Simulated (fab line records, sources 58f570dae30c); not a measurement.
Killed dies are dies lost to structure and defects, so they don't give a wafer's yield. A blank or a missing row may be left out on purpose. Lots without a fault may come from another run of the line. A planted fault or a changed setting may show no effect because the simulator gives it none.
Chamber matching | flow berkeley_cmos170 | UCB170_V1_CMP_02 on cmp-02: 4 sister chambers
The step polishes SiO2. 7 wafers are shown with their chamber, then 7 later ones without.

WAFERS WITH THEIR CHAMBER
wafer  | chamber | head_pressure_psi (psi) | motor_current_A (A)
L415.1 | 0       | 5.984                   | 15.6
L418.4 | 1       | 6.008                   | 15.9
L418.5 | 3       | 5.982                   | 16.3
L425.3 | 1       | 6.005                   | 17.7
L425.4 | 3       | 6.018                   | 15.7
L428.4 | 2       | 5.974                   | 16.1
L428.5 | 2       | 5.967                   | 15.9

WAFERS WITHOUT THEIR CHAMBER
wafer  | head_pressure_psi (psi) | motor_current_A (A)
L428.6 | 6.006                   | 18.1
L436.2 | 6.015                   | 16.2
L436.3 | 6.009                   | 15.5
L436.6 | 6.014                   | 16.2
L437.1 | 5.992                   | 16.6
L437.2 | 5.985                   | 15.8
L437.4 | 5.987                   | 15.5

WHICH CHAMBER EACH WENT THROUGH
wafer  | from the rows above               | in truth
L428.6 | can't be placed: 1 or 3 or 0 or 2 | 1
L436.2 | can't be placed: 1 or 3 or 0      | 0
L436.3 | can't be placed: 3 or 0 or 1 or 2 | 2
L436.6 | can't be placed: 1 or 3 or 0 or 2 | 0
L437.1 | can't be placed: 3 or 1 or 0 or 2 | 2
L437.2 | can't be placed: 0 or 2 or 3 or 1 | 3
L437.4 | can't be placed: 0 or 3 or 2 or 1 | 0
Placed correctly: 0 of 7. Can't be placed from these rows: 7 (the true chamber is among the candidates in 7). Placed wrongly: 0.
How it was worked out, from the rows above alone: a wafer's distance from a chamber is the root of the sum, over the readings, of the square of ((its reading less the chamber's mean) divided by the reading's scatter). The wafer belongs to the nearest chamber; if the next one is less than 2 further off, it can't be placed. A chamber's mean is the mean of its shown wafers. The scatter: the root of (the sum of the squares of (reading less its chamber's mean) over the shown wafers, divided by (wafers less chambers)).
